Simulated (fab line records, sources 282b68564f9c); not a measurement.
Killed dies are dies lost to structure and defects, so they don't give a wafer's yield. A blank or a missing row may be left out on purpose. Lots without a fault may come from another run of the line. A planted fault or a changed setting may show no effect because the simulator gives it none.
One fault seen from 2 desks | flow rit_cmos | each desk has only its own numbers; what lay behind them comes last

THE TOOL OWNER'S DESK: lpcvd-01
The tool's own readings at RIT_ACTIVE_CVD_03 (deposits Si3N4 from SiH2Cl2/NH3, target thk 150 nm, time 1500 s): means of the sampled wafers that have a number, for each lot that ran on this tool. A lot is out of limits, marked OUT, if its mean lies more than 4 standard deviations from the usual mean; the brackets give that distance.
Columns: A = nh3_flow_sccm at RIT_ACTIVE_CVD_03, usual 149.9 sccm; B = pressure_mtorr at RIT_ACTIVE_CVD_03, usual 300.2 mTorr
lot  | first seen here | A     | B
L626 | day 1 12:13     | 150.1 | 300.1
L627 | day 1 17:19     | 150.2 | 300.1
L628 | day 1 23:05     | 149.8 | 299.7
L629 | day 2 03:08     | 150.0 | 300.1
L630 | day 2 08:30     | 149.9 | 301.4
L641 | day 4 16:27     | 150.2 | 299.9
L644 | day 5 07:13     | 150.1 | 300.2
L645 | day 5 11:07     | 149.9 | 300.8
This desk's finding: nothing out of limits on any of the 8 lots.

THE METROLOGY DESK
What the gauges read, lot by lot, whatever tool the lot ran on: means of the sampled wafers that have a number. A lot is out of limits, marked OUT, if its mean lies more than 4 standard deviations from the usual mean; the brackets give that distance.
Columns: A = cd_nm at RIT_ACTIVE_CD_MEAS_90, usual 1400.0 nm; B = FIELD_OXIDE_LEFT_1_THK at RIT_FOX2_THK_MEAS_90, usual 322 nm; C = PWELL_OVL at RIT_PWELL_OVL_MEAS_06, usual 0.9 nm
lot  | first seen here | A      | B   | C
L626 | day 1 15:10     | 1401.0 | 334 | 3.2
L627 | day 1 20:22     | 1403.1 | 316 | 2.8
L628 | day 2 02:02     | 1400.9 | 318 | 0.9
L629 | day 2 06:10     | 1402.3 | 320 | 1.3
L630 | day 2 11:26     | 1401.0 | 322 | 0.9
L632 | day 2 23:04     | 1399.8 | 322 | -0.7
L640 | day 4 13:01     | 1397.9 | 322 | -0.8
L641 | day 4 19:29     | 1398.5 | 323 | 0.5
L642 | day 4 23:37     | 1399.1 | 323 | 1.2
L643 | day 5 04:16     | 1400.0 | 328 | -0.6
L644 | day 5 10:15     | 1403.0 | 332 | 1.5
L645 | day 5 14:12     | 1400.7 | 325 | 0.5
This desk's finding: nothing out of limits on any of the 12 lots.

PUT TOGETHER
The tool owner's desk saw nothing out of limits.
The metrology desk saw nothing out of limits.

WHAT THE SIMULATOR HAD PUT IN
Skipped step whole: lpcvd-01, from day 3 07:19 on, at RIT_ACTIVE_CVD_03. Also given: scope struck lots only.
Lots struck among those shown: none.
